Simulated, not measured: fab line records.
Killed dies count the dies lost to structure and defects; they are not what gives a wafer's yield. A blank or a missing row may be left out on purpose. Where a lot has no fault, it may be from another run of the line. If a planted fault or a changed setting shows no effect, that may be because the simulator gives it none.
Comparing a struck lot with a sound one ; flow ritCmos ; 20 out of 202 route steps
Sound: these wafers, L209.1, L209.4, L209.6. Struck: wafers L222.2, L222.3, L222.4. At the end, the cause is stated.
For every step that has rows: the tool of each side, followed by ch and its chambers, followed by its first start. Under that, the readings that differ: sound wafers ; struck wafers ; difference of the means ; sigmas: that difference in standard deviations of wafers without a fault.
alike: readings with means less than 2 such deviations apart, plus words and numbers identical on both sides. not compared: withheld readings, readings lacking a value on some wafer, bounds such as >300 that could conceal the same value, and numbers that have no deviation in the record and whose values overlap.
Wherever a step has rows on one side only, a row that says differs or no value, or a row with sigmas, the two part there. Numbers that don't overlap but have no deviation are shown without sigmas and don't part them. A reading that every wafer of one side lacks parts them only if that side has two wafers or more.

RIT_PLDD_TW_MEAS_10:
  sound on filmMetro-04, day 3 11:49; struck on filmMetro-04, day 6 03:10
  alike: PLDD_TW
then, 4 steps without rows for these wafers: RIT_SPACER_CLEAN_00 (cleans in SC1, time 623.6 s); RIT_SPACER_CLEAN_01 (cleans in dHF, time 30 s); RIT_SPACER_CLEAN_02 (cleans in SC2, time 600 s); RIT_SPACER_CVD_03 (deposits Si3N4 from SiH2Cl2/NH3, target thk 250 nm, time 3300 s).
RIT_SPACER_THK_MEAS_04:
  sound on filmMetro-03, day 3 14:09; struck on filmMetro-03, day 6 06:25
  alike: SPACER_NITRIDE_THK
RIT_SPACER_ETCHBACK_05: etches Si3N4 in SF6/CHF3, stops on SiO2, target depth 250 nm, time 240 s.
  sound on rieDiel-01 ch 0,3, day 3 14:13; struck on rieDiel-02 ch 0,2, day 6 06:28
  alike: drypumpMotorCurrentA, oesProductAu, throttleValvePct
  not compared: rfHoursCounterH
then, 5 steps without rows for these wafers: RIT_NSD_HMDS_00 (prime time 60 s); RIT_NSD_COAT_01 (resist thk 1000 nm); RIT_NSD_SOFTBAKE_02 (time 60 s); RIT_NSD_EXPOSE_03 (exposes mask M9, target cd 40700 nm); RIT_NSD_PEB_04.
RIT_NSD_DEVELOP_05: develop time 50 s.
  sound on lithoTrack-04 ch 0, day 3 15:00; struck on lithoTrack-03 ch 0, day 6 07:00
RIT_NSD_OVL_MEAS_06:
  sound on overlay-02, day 3 15:13; struck on overlay-02, day 6 07:28
  alike: NSD_OVL
then, 2 steps without rows for these wafers: RIT_NSD_HARDBAKE_07 (time 60 s); RIT_NSD_IMPLANT_08.
RIT_NSD_STRIP_09: strips in O2, time 180 s.
  sound on plasmaAsher-03 ch 0,1, day 3 15:33; struck on plasmaAsher-03 ch 0,1, day 6 07:48
  alike: drypumpMotorCurrentA
  not compared: rfHoursCounterH
RIT_NSD_TW_MEAS_10:
  sound on filmMetro-04, day 3 15:43; struck on filmMetro-04, day 6 07:59
reading;sound;struck;difference;sigmas
NSD_TW;3114 3110 3115;30 30 30;-3083;-99 or more
then, 1 step without rows for these wafers: RIT_PSD_HMDS_00 (prime time 60 s).
RIT_M1_PROBE_99:
  the record has rows for the struck wafers here (prober-01, day 6 17:31) and none for the sound ones

## WHERE THEY PART
Earliest at RIT_NSD_TW_MEAS_10; latest, in this record, at RIT_M1_PROBE_99.

WHY: what the simulator had put in
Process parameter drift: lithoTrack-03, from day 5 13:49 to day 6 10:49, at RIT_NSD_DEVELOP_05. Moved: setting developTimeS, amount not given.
